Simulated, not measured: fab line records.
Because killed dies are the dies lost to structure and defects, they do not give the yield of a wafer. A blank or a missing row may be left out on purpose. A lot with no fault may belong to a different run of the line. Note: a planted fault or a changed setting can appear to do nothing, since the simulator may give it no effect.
Problem report in the 8D (eight disciplines) form, filled by code | flow rit-cmos | the parts of the form that need people (team, actions taken, sign-off) are left out

1. PROBLEM STATEMENT
At RIT_CONTACT_SOFTBAKE_04, heater-power-total-W averages 35.01 W over 6 wafers from 2 lots, while fault-free wafers read 34.56 W, standard deviation 0.051. That is +8.8 standard deviations from the usual mean.
The step: time 60 s.
First seen on wafer L461.1, day 5 05:17, on litho-track-01. Wafers with a number at this step in the record: 42, from 14 lots. Rule for "out", or "out of limits": more than 4 standard deviations from the usual mean. The rest of the wafers with a number are treated as sound.

2. WHAT IT IS, AND WHAT IT ISN'T
question                    | is                                 | is not
which readings at this step | heater-power-total-W, plate-temp-C | -
which lots                  | L461, L464                         | L453, L455, L456, L457, L458, L459, L460, L462, L470, L472, L473, L476
which wafers of those lots  | all that have a number             | -
read on which tools         | litho-track-01                     | litho-track-02, litho-track-04
when                        | from day 5 05:17                   | up to then (21 sound wafers); but 15 sound wafers of L462, L470, L472, L473, L476 came after

3. SUSPECTS, AND WHAT RULES EACH OUT
Counting: a tool at any process step up to the reading remains a suspect when it ran all the lots that are out and ran no sound lot after the first of those.
- litho-track-01 at RIT_CONTACT_SOFTBAKE_04 (time 60 s): kept. All lots that are out passed through it, beginning with L461 at day 5 05:17, and no sound lot followed; its final sound lot before that point was L459 at day 4 18:59. Its own heater-power-total-W, plate-temp-C readings are out on those wafers.
Remaining after the count: litho-track-01 at RIT_CONTACT_SOFTBAKE_04.

4. THE CAUSE (what the simulator had put in)
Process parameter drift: litho-track-01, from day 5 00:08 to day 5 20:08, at RIT_CONTACT_SOFTBAKE_04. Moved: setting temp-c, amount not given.
Counting left only this tool.

5. SEQUENCE OF EFFECTS, ordered by route
One row per reading whose mean, taken over the struck wafers that have a number, lies over 3 standard deviations from the usual. Scope: only readings with a usual standard deviation given in the record; hours: median across lots of the time from each lot's start at the first step in this table that gives one to its start at this step; sigmas: change in usual standard deviations.
hours | step                    | reading              | usual   | on struck wafers | change | sigmas
0     | RIT_CONTACT_SOFTBAKE_04 | heater-power-total-W | 34.56 W | 35.01            | +0.45  | +8.8
0     | RIT_CONTACT_SOFTBAKE_04 | plate-temp-C         | 89.99 C | 90.81            | +0.82  | +7.4
It contains these process steps:
- RIT_CONTACT_SOFTBAKE_04: time 60 s.

6. WHAT WOULD HAVE CAUGHT IT SOONER
The fault began at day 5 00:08; the first out-of-limits reading in this record came at day 5 05:17, 5 hours later.
